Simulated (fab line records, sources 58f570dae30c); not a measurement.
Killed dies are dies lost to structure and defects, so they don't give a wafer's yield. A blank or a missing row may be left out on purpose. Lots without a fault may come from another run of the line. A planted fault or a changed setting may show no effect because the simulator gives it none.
Problem report in the 8D (eight disciplines) form, filled by code | flow berkeley_cmos170 | the parts of the form that need people (team, actions taken, sign-off) are left out

1. THE PROBLEM
chamber_pressure_mTorr at UCB170_M3_METAL_ETCH_18 reads a mean of 9.599 mTorr on 6 wafers of 2 lots; wafers without a fault read 11.999 mTorr with a standard deviation of 0.012. That is -99 or more standard deviations from the usual mean.
The step: etches Al in Cl2/BCl3, stops on SiO2, target depth 1170 nm, time 195 s.
First seen on wafer L584.1, day 10 03:47, on rie_metal-01. The record holds 18 wafers of 6 lots with a number at this step. Rule for "out", or "out of limits": more than 4 standard deviations from the usual mean. The other wafers with a number count as sound.

2. WHAT IT IS AND WHAT IT IS NOT
question                    | is                     | is not
which readings at this step | chamber_pressure_mTorr | drypump_motor_current_A, oes_product_au, throttle_valve_pct
which lots                  | L584, L587             | L582, L590, L595, L599
which wafers of those lots  | all that have a number | -
read on which tools         | rie_metal-01           | rie_metal-02, rie_metal-04
when                        | from day 10 03:47      | up to then (3 sound wafers); but 9 sound wafers of L590, L595, L599 came after

3. SUSPECTS, AND WHAT RULES EACH OUT
Counting: a tool at a process step up to the reading stays a suspect if it ran every lot that is out and no sound lot after the first of them.
- rie_metal-01 at UCB170_M3_METAL_ETCH_18 (etches Al in Cl2/BCl3, stops on SiO2, target depth 1170 nm, time 195 s): kept. It ran every lot that is out, first L584 (day 10 03:47), and no sound lot after that; its last sound lot up to then is L582 (day 9 21:35). Its own readings are out on those wafers: chamber_pressure_mTorr.
Left after counting: rie_metal-01 at UCB170_M3_METAL_ETCH_18.

4. THE CAUSE (what the simulator had put in)
Process parameter drift: rie_metal-01, from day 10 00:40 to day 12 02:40, at UCB170_M3_METAL_ETCH_18. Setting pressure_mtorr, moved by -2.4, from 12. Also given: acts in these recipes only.
Counting left only this tool.

5. THE CHAIN OF EFFECTS, in route order
Each row: a reading whose mean over the struck wafers that have a number lies more than 3 standard deviations from the usual. Only readings for which the record gives a usual standard deviation are gone through. hours: the time from each lot's start at the first step in this table that gives one to its start at this step, as a median over the lots. sigmas: the change in usual standard deviations.
hours | step                    | reading                | usual        | on struck wafers | change | sigmas
0     | UCB170_M3_METAL_ETCH_18 | chamber_pressure_mTorr | 11.999 mTorr | 9.599            | -2.400 | -99 or more
The process steps in it:
- UCB170_M3_METAL_ETCH_18: etches Al in Cl2/BCl3, stops on SiO2, target depth 1170 nm, time 195 s.

6. WHAT WOULD HAVE CAUGHT IT SOONER
In this record the first reading out of limits was taken at day 10 03:47, 3 hours after the fault began at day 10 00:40.
